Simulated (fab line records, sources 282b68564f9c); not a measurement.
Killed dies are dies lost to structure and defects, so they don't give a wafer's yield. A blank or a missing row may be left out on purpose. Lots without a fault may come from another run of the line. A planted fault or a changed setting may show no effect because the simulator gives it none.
fab line records | flow rit_cmos
record lots=7 wafers=21 last_day=7
route steps=202 shown CONTACT@178 M1@184
lots that met no fault: from a run of the same line without faults
start_h: hours from the record's first day to the start of the lot's first wafer shown | wait_h: hours since the lot's step before | " the same as in the row above | L1.1+2: a row that stands for several wafers | - no value, or no start given | * or withheld: withheld | < > ~ a bound
route shown NAME@n: a module of which the file shows steps, and the number in the route of the first | usual: mean/standard deviation of fault-free wafers | same: alike in all rows | chamber/n: place in a boat | sites: the reading at each site | _std_site: their standard deviation | _edge_site: outer sites' mean less inner sites' | radius_mm: how far each site lies from the wafer's centre | mask NAME#n: copy n | behind: the tool/chamber that last shaped the wafer | hold: why the lot was held/for how many hours/how that ended | device: the transistor (n, p or np) that didn't switch | end of line: the same wafers' tests at the end of the route | a step without rows: its recipe alone | killed: dies lost to structure and defects at the first sort, not the wafer's yield | map: a wafer's dies, x killed, . not, _ none there
set.NAME: the setting as run; set.NAME@STEP: as run at that earlier step | model.NAME: the simulator's own value behind a step, which no gauge read
lots at some steps of the route; a table a step, a row a wafer
services: from which hour (start_h, from the record's first day; less than 0 if before it) a tool's chamber was out of use, for how many hours, and why
## steps
# step RIT_CONTACT_HARDBAKE_10
# recipe resist=NOVOLAK temp_c=140 time_s=60
# step RIT_CONTACT_ETCH_11
# recipe target_depth_a=4800 over_etch_frac=0.2 stop_on=TiSi2 chemistry=CHF3/CF4/Ar target=SiO2 CHF3_flow_sccm=50 cf4_flow_sccm=10 Ar_flow_sccm=100 O2_flow_sccm=5 pressure_mtorr=100 rf_w=200 time_s=320
# usual drypump_motor_current_A=5.7/0.3 oes_product_au=0.986/0.014 throttle_valve_pct=8.91/0.14
# columns lot.wafer tool chamber start_h wait_h drypump_motor_current_A oes_product_au rf_hours_counter_h throttle_valve_pct
L398.2 rie_diel-01 1 63.42 0.1 6.4 1.011 163 9.03
L398.3 " 3 " " 5.7 0.980 159 8.70
L398.4 " 2 " " 5.4 0.968 - 9.12
L399.4 rie_diel-02 3 67.07 0.1 6.3 0.980 2 8.79
L399.5 " 2 " " 5.4 0.997 - 8.98
L399.6 " 1 " " 5.6 0.973 - 8.94
L410.2 rie_diel-03 2 122.79 0.1 5.9 1.009 73 8.91
L410.5 " 0 " " 5.6 0.996 - 8.79
L410.6 " 3 " " 5.5 0.998 - 9.09
L411.2 rie_diel-02 0 126.86 0.1 5.7 0.972 134 8.71
L411.3 " 3 " " 6.3 0.971 3 8.82
L411.6 " 3 " " 6.3 0.979 - 8.81
L412.1 rie_diel-02 0 132.44 0.1 5.7 0.973 134 8.69
L412.3 " 1 " " 5.7 0.981 142 8.93
L412.6 " 1 " " 5.7 0.976 - 8.92
L413.1 rie_diel-01 3 137.37 0.1 5.6 0.971 0 8.73
L413.2 " 1 " " 6.4 0.995 1 9.03
L413.4 " 2 " " 5.4 0.963 64 9.14
L419.4 rie_diel-01 0 166.18 0.1 5.9 0.989 7 8.90
L419.5 " 3 " " 5.6 0.979 - 8.70
L419.6 " 0 " " 6.0 0.990 - 8.89
# step RIT_CONTACT_STRIP_12
# recipe chemistry=O2 time_s=180 resist=NOVOLAK platen_temp_c=withheld power_w=500 pressure_mtorr=4000 o2_flow_sccm=4000
# usual drypump_motor_current_A=5.6/0.49
# columns lot.wafer tool chamber start_h wait_h drypump_motor_current_A rf_hours_counter_h
L398.2 plasma_asher-04 0 63.62 0.1 5.5 24
L398.3 " 0 " " 5.5 -
L398.4 " 1 " " 6.2 -
L399.4 plasma_asher-02 1 67.32 0.2 5.8 -
L399.5 " 1 " " 5.8 -
L399.6 " 0 " " 5.5 -
L410.2 plasma_asher-03 0 122.98 0.1 4.7 50
L410.5 " 0 " " 4.7 -
L410.6 " 1 " " 6.1 -
L411.2 plasma_asher-03 0 127.05 0.1 4.8 50
L411.3 " 1 " " 6.1 -
L411.6 " 1 " " 6.1 -
L412.1 plasma_asher-04 1 132.63 0.1 6.1 32
L412.3 " 1 " " 6.2 -
L412.6 " 1 " " 6.2 -
L413.1 plasma_asher-02 0 137.56 0.1 5.5 50
L413.2 " 1 " " 5.8 50
L413.4 " 0 " " 5.5 -
L419.4 plasma_asher-04 1 166.43 0.2 6.1 -
L419.5 " 1 " " 6.1 -
L419.6 " 0 " " 5.5 -
# step RIT_CONTACT_CD_MEAS_90
# recipe target_cd_nm=1000
# usual cd_nm=1000.9/2.2
# columns lot.wafer tool chamber start_h wait_h cd_nm
L398.2 cd_sem-01 - 63.81 0.1 998.8
L398.3 " - " " 1000.6
L398.4 " - " " 999.3
L399.4 cd_sem-01 - 67.50 0.1 1001.5
L399.5 " - " " 1000.5
L399.6 " - " " 1002.7
L410.2 cd_sem-02 - 123.18 0.1 1001.8
L410.5 " - " " 1001.7
L410.6 " - " " 1004.1
L411.2 cd_sem-02 - 127.25 0.1 1001.6
L411.3 " - " " 1001.5
L411.6 " - " " 1002.1
L412.1 cd_sem-01 - 132.81 0.1 998.1
L412.3 " - " " 997.9
L412.6 " - " " 997.1
L413.1 cd_sem-01 - 137.74 0.1 1000.1
L413.2 " - " " 999.7
L413.4 " - " " 999.3
L419.4 cd_sem-01 - 166.61 0.1 1000.0
L419.5 " - " " 998.9
L419.6 " - " " 999.8
# step RIT_CONTACT_CLEAN_13
# recipe chemistry=SC1 mix=3:3:50 time_s=600 temp_c=75
# step RIT_CONTACT_CLEAN_14
# recipe chemistry=SC2 mix=3:3:50 time_s=600 temp_c=75 dry=n2_spin
# step RIT_M1_SPUTTER_00
# recipe material=Al target_thk_nm=400 power_w=2000 chamber_pressure_pa=0.4 gas=Ar time_s=500 substrate_temp_c=25
# usual substrate_temp_c=25.02/0.11 throttle_valve_pct=30.2/0.92
# columns lot.wafer tool chamber start_h wait_h substrate_temp_c throttle_valve_pct
L398.2 pvd_sputter-03 - 64.28 0.0 25.04 30.2
L398.3 " - " " 24.97 28.5
L398.4 " - " " 25.11 30.4
L399.4 pvd_sputter-02 - 67.92 0.0 24.91 31.7
L399.5 " - " " 24.92 29.6
L399.6 " - " " 24.93 30.3
L410.2 pvd_sputter-02 - 123.63 0.0 24.86 31.1
L410.5 " - " " 25.21 29.7
L410.6 " - " " 24.88 31.2
L411.2 pvd_sputter-02 - 127.70 0.0 24.93 29.5
L411.3 " - " " 25.10 30.5
L411.6 " - " " 24.67 31.6
L412.1 pvd_sputter-03 - 133.28 0.0 25.14 28.3
L412.3 " - " " 25.06 30.3
L412.6 " - " " 24.96 30.3
L413.1 pvd_sputter-02 - 138.21 0.0 24.94 31.9
L413.2 " - " " 25.12 30.0
L413.4 " - " " 25.25 31.4
L419.4 pvd_sputter-02 - 167.37 0.0 24.82 31.1
L419.5 " - " " 25.17 30.1
L419.6 " - " " 25.14 31.5
# step RIT_M1_RS_MEAS_01
# recipe thk_meas_gauge=four-point-probe reads=Al_of_M1_SPUTTER_00
# usual M1_AL_RS=0.0736/0.00087
# columns lot.wafer tool chamber start_h wait_h M1_AL_RS[ohm/sq]
L398.2 film_metro-02 - 64.59 0.2 0.0739
L398.3 " - " " 0.0737
L398.4 " - " " 0.0747
L399.4 film_metro-03 - 68.28 0.2 0.0741
L399.5 " - " " 0.0729
L399.6 " - " " 0.0724
L410.2 film_metro-01 - 123.94 0.2 0.0737
L410.5 " - " " 0.0729
L410.6 " - " " 0.0738
L411.2 film_metro-01 - 128.01 0.2 0.0728
L411.3 " - " " 0.0721
L411.6 " - " " 0.0739
L412.1 film_metro-01 - 133.57 0.1 0.0723
L412.3 " - " " 0.0742
L412.6 " - " " 0.0739
L413.1 film_metro-01 - 138.50 0.1 0.0732
L413.2 " - " " 0.0722
L413.4 " - " " 0.0737
L419.4 film_metro-02 - 167.72 0.2 0.0732
L419.5 " - " " 0.0719
L419.6 " - " " 0.0737
# step RIT_M1_THK_MEAS_02
# recipe thk_meas_gauge=xrf reads=Al_of_M1_SPUTTER_00
# usual M1_AL_THK=396/6.7
# columns lot.wafer tool chamber start_h wait_h M1_AL_THK[nm]
L398.2 film_metro-02 - 64.70 0.1 394
L398.3 " - " " 393
L398.4 " - " " 390
L399.4 film_metro-03 - 68.37 0.1 392
L399.5 " - " " 400
L399.6 " - " " 403
L410.2 film_metro-01 - 124.05 0.1 399
L410.5 " - " " 406
L410.6 " - " " 404
L411.2 film_metro-01 - 128.12 0.1 405
L411.3 " - " " 407
L411.6 " - " " 402
L412.1 film_metro-01 - 133.69 0.1 409
L412.3 " - " " 397
L412.6 " - " " 396
L413.1 film_metro-01 - 138.62 0.1 404
L413.2 " - " " 409
L413.4 " - " " 400
L419.4 film_metro-02 - 167.81 0.1 395
L419.5 " - " " 403
L419.6 " - " " 394
# step RIT_M1_HMDS_03
# recipe prime_time_s=60 prime_temp_c=140
# step RIT_M1_COAT_04
# recipe resist=NOVOLAK spin_rpm=2000 resist_thk_nm=1312
# step RIT_M1_SOFTBAKE_05
# recipe resist=NOVOLAK temp_c=90 time_s=60
# step RIT_M1_EXPOSE_06
# recipe mask_id=M12 na=0.6 source_shape=conventional sigma_outer=0.5 target_cd_nm=2600 dose_mj=250
# same na=0.6
# columns lot.wafer tool chamber start_h wait_h mask model.M1.overlay_x_nm
L398.2+3+4 iline_stepper-02 0 65.22 0.1 M12#0 2.771
L399.4+5+6 iline_stepper-01 0 69.03 0.2 M12#0 0.2823
L410.2+5+6 iline_stepper-01 0 124.57 0.1 M12#0 807.5
L411.2+3+6 iline_stepper-01 0 128.64 0.1 M12#0 811.4
L412.1+3+6 iline_stepper-02 0 134.57 0.2 M12#0 0.9967
L413.1+2+4 iline_stepper-01 0 139.26 0.2 M12#0 809.5
L419.4+5+6 iline_stepper-02 0 168.48 0.2 M12#0 -0.9196
# step RIT_M1_PEB_07
# recipe resist=NOVOLAK temp_c=withheld time_s=withheld
# step RIT_M1_DEVELOP_08
# recipe resist=NOVOLAK develop_time_s=68 dev_temp_c=23
# step RIT_M1_CD_MEAS_09
# recipe target_cd_nm=2600
# usual cd_nm=2599.8/1.9
# columns lot.wafer tool chamber start_h wait_h cd_nm
L398.2 cd_sem-02 - 65.65 - 2596.2
L398.3 " - " " 2597.1
L398.4 " - " " 2597.8
L399.4 cd_sem-02 - 69.46 - 2598.9
L399.5 " - " " 2597.8
L399.6 " - " " 2599.8
L410.2 cd_sem-01 - 125.00 - 2600.7
L410.5 " - " " 2601.9
L410.6 " - " " 2600.4
L411.2 cd_sem-02 - 129.07 - 2600.3
L411.3 " - " " 2599.8
L411.6 " - " " 2599.5
L412.1 cd_sem-01 - 135.00 - 2600.7
L412.3 " - " " 2599.4
L412.6 " - " " 2599.3
L413.1 cd_sem-01 - 139.69 - 2600.8
L413.2 " - " " 2598.7
L413.4 " - " " 2597.9
L419.4 cd_sem-02 - 168.91 - 2603.6
L419.5 " - " " 2600.3
L419.6 " - " " 2602.2
# step RIT_M1_OVL_MEAS_10
# usual M1_OVL=-0.3/1.8
# columns lot.wafer tool chamber start_h wait_h M1_OVL[nm]
L398.2 overlay-02 - 65.76 0.1 2.9
L398.3 " - " " 1.3
L398.4 " - " " 2.5
L399.4 overlay-02 - 69.54 0.1 0.0
L399.5 " - " " -0.6
L399.6 " - " " -1.4
L410.2 overlay-01 - 125.11 0.1 804.5
L410.5 " - " " 805.9
L410.6 " - " " 803.8
L411.2 overlay-02 - 129.18 0.1 807.7
L411.3 " - " " 809.8
L411.6 " - " " 810.1
L412.1 overlay-01 - 135.12 0.1 0.1
L412.3 " - " " -0.3
L412.6 " - " " 1.3
L413.1 overlay-02 - 139.81 0.1 809.4
L413.2 " - " " 810.6
L413.4 " - " " 809.1
L419.4 overlay-01 - 168.99 0.1 -1.0
L419.5 " - " " -0.6
L419.6 " - " " 0.1
# step RIT_M1_HARDBAKE_11
# recipe resist=NOVOLAK temp_c=140 time_s=120
# step RIT_M1_PROBE_99
# usual defect_limited_yield=97.5/1.1 killed_at_contacts=0.0/0.22 killed_at_front_end=6.5/3 killed_dies=6.6/3 killed_on_rim=1.7/1.3 killed_open=3.4/2.2 killed_short=3.3/1.7
# same gross_dies=264 killed_at_M0_to_M3=0 killed_at_M4_up=0 killed_at_back_side=0 killed_at_other=0
# columns lot.wafer tool chamber start_h wait_h defect_limited_yield[%] killed_at_contacts killed_at_front_end killed_dies killed_on_rim killed_open killed_short model.etest.tester.sort_n_pass model.etest.tester.sort_bin_3_pct model.etest.tester.sort_yield_pct model.etest.nmos_0p15.over_limit model.etest.select_edge_diode_n.over_limit model.etest.diode_pplus_comb.short model.etest.pmos_turned.short model.etest.ring.over_limit
L398.2 prober-01 - 68.57 0.1 94.3 0 15 15 4 10 5 249 0 94.32 0 0 0 0 0
L398.3 prober-01 - 68.62 0.2 96.2 0 10 10 1 7 3 254 0 96.21 0 0 0 0 0
L398.4 prober-01 - 68.67 0.2 97.3 0 7 7 2 3 4 257 0 97.35 0 0 0 0 0
L399.4 prober-02 - 72.24 0.2 94.7 0 14 14 4 5 9 250 0.7576 94.7 0 0 0 0 0
L399.5 prober-02 - 72.29 0.2 95.8 1 10 11 3 6 5 253 0 95.83 0 0 0 0 0
L399.6 prober-02 - 72.34 0.2 95.1 0 13 13 4 11 2 251 0 95.08 0 0 0 0 0
L410.2 prober-01 - 127.87 0.1 98.1 0 5 5 2 2 3 0 98.11 0 1 1 1 1 1
L410.5 prober-01 - 128.02 0.2 98.1 0 5 5 0 2 3 0 98.11 0 1 1 1 1 1
L410.6 prober-01 - 128.07 0.2 100.0 0 0 0 0 0 0 0 100 0 1 1 1 1 1
L411.2 prober-02 - 131.76 0.1 98.9 0 3 3 0 0 3 0 99.62 0 1 1 1 1 1
L411.3 prober-02 - 131.81 0.2 97.0 0 8 8 1 5 3 0 96.97 0 1 1 1 1 1
L411.6 prober-02 - 131.96 0.2 97.7 0 6 6 0 3 3 0 97.73 0 1 1 1 1 1
L412.1 prober-01 - 138.36 0.1 96.6 0 9 9 5 7 2 255 0 96.59 0 0 0 0 0
L412.3 prober-01 - 138.46 0.2 97.7 0 6 6 2 2 4 258 0.7576 97.73 0 0 0 0 0
L412.6 prober-01 - 138.61 0.2 99.6 0 1 1 1 0 1 263 0 99.62 0 0 0 0 0
L413.1 prober-02 - 143.23 0.1 98.1 0 5 5 3 2 3 0 98.11 0 1 1 1 1 1
L413.2 prober-02 - 143.28 0.1 96.6 0 9 9 2 5 4 0 96.59 0 1 1 1 1 1
L413.4 prober-02 - 143.38 0.2 97.0 0 8 8 3 5 3 0 97.35 0 1 1 1 1 1
L419.4 prober-02 - 171.66 0.2 97.3 0 7 7 3 5 2 257 0 97.35 0 0 0 0 0
L419.5 prober-02 - 171.71 0.2 97.0 0 8 8 1 2 6 256 0 96.97 0 0 0 0 0
L419.6 prober-02 - 171.76 0.2 97.3 0 7 7 3 3 4 257 0 97.35 0 0 0 0 0
# killed by level:class
L398.2 FOX1:geometric_particle:open=2 FOX2:geometric_particle:open=2 GATE:geometric_particle:short=2 SPACER:geometric_particle:open=2 SILICIDE:geometric_particle:open=2 FOX2:geometric_particle:short=1 GATE:geometric_particle:open=1 REOX:geometric_particle:open=1
L398.3 GATE:geometric_particle:open=4 FOX2:geometric_particle:open=2 FOX1:geometric_particle:open=1 FOX2:geometric_particle:short=1 GATE:geometric_particle:short=1 SPACER:geometric_particle:short=1
L398.4 GATE:geometric_particle:open=2 FOX2:geometric_particle:short=1 GATE:geometric_particle:short=1 SPACER:geometric_particle:short=1 SILICIDE:geometric_particle:short=1 SILICIDE:geometric_particle:open=1
L399.4 GATE:geometric_particle:short=5 GATE:geometric_particle:open=3 SPACER:geometric_particle:short=3 FOX1:geometric_particle:open=1 REOX:geometric_particle:short=1 SPACER:geometric_particle:open=1
L399.5 GATE:geometric_particle:short=4 GATE:geometric_particle:open=4 FOX1:geometric_particle:open=1 REOX:geometric_particle:short=1 CONTACT:geometric_particle:open=1
L399.6 GATE:geometric_particle:open=7 SPACER:geometric_particle:open=3 FOX2:geometric_particle:short=1 GATE:geometric_particle:short=1 REOX:geometric_particle:open=1
L410.2 FOX1:geometric_particle:short=1 FOX2:geometric_particle:short=1 GATE:geometric_particle:open=1 REOX:geometric_particle:short=1 REOX:geometric_particle:open=1
L410.5 SILICIDE:geometric_particle:short=2 FOX1:geometric_particle:open=1 REOX:geometric_particle:short=1 SILICIDE:geometric_particle:open=1
L410.6
L411.2 FOX1:geometric_particle:short=1 GATE:geometric_particle:short=1 SPACER:geometric_particle:short=1
L411.3 FOX1:geometric_particle:open=2 GATE:geometric_particle:open=2 GATE:geometric_particle:short=2 FOX2:geometric_particle:short=1 SILICIDE:geometric_particle:open=1
L411.6 GATE:geometric_particle:open=2 REOX:geometric_particle:short=2 REOX:geometric_particle:open=1 SPACER:geometric_particle:short=1
L412.1 GATE:geometric_particle:open=3 REOX:geometric_particle:short=2 SILICIDE:geometric_particle:open=2 FOX1:geometric_particle:open=1 REOX:geometric_particle:open=1
L412.3 GATE:geometric_particle:open=2 REOX:geometric_particle:short=2 FOX1:geometric_particle:short=1 SPACER:geometric_particle:short=1
L412.6 SILICIDE:geometric_particle:short=1
L413.1 GATE:geometric_particle:short=3 SPACER:geometric_particle:open=1 SILICIDE:geometric_particle:open=1
L413.2 GATE:geometric_particle:short=2 SPACER:geometric_particle:open=2 SILICIDE:geometric_particle:short=2 GATE:geometric_particle:open=1 REOX:geometric_particle:open=1 SILICIDE:geometric_particle:open=1
L413.4 REOX:geometric_particle:open=3 GATE:geometric_particle:open=2 REOX:geometric_particle:short=2 GATE:geometric_particle:short=1
L419.4 FOX2:geometric_particle:open=2 FOX1:geometric_particle:open=1 FOX2:geometric_particle:short=1 GATE:geometric_particle:open=1 GATE:geometric_particle:short=1 REOX:geometric_particle:open=1
L419.5 GATE:geometric_particle:short=4 FOX2:geometric_particle:short=1 FOX2:geometric_particle:open=1 REOX:geometric_particle:open=1 SPACER:geometric_particle:short=1
L419.6 GATE:geometric_particle:open=2 SILICIDE:geometric_particle:short=2 FOX1:geometric_particle:open=1 FOX2:geometric_particle:short=1 GATE:geometric_particle:short=1
## services
# columns tool chamber start_h hours kind
rie_diel-02 3 42.94 12.6 repair
iline_stepper-02 - 48.99 1.7 pm
rie_diel-03 1 56.06 6.7 repair
rie_diel-01 0 59.10 5.6 repair
rie_diel-02 3 76.76 2.7 repair
rie_diel-01 - 76.79 0.7 repair
rie_diel-01 1 80.48 - clean
rie_diel-01 1 80.48 23.1 scheduled_down
rie_diel-01 1 80.48 23.1 vent_cycle
rie_diel-01 3 103.58 - clean
rie_diel-01 3 103.58 15.2 scheduled_down
rie_diel-01 3 103.58 15.2 vent_cycle
iline_stepper-01 - 105.04 1.3 repair
rie_diel-03 3 133.17 10.2 repair
## key
first_sign step=RIT_M1_OVL_MEAS_10 reading=M1_OVL direction=up sigmas=99+ usual=-0.3 struck=807.9
effect none on later readings
model_effect step=RIT_M1_EXPOSE_06 value=M1.overlay_x_nm without=1.869 struck=809.5
model_effect step=RIT_M1_PROBE_99 value=etest.tester.sort_n_pass without=258.6 struck=0
met_at RIT_M1_EXPOSE_06
struck_wafers L410.2,L410.5,L410.6,L411.2,L411.3,L411.6,L413.1,L413.2,L413.4
onset_between 69.03 124.57
fault kind=scanner_matching_overlay tool=iline_stepper-01 chamber=- onset_h=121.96 steps=RIT_M1_EXPOSE_06 offset=807.59
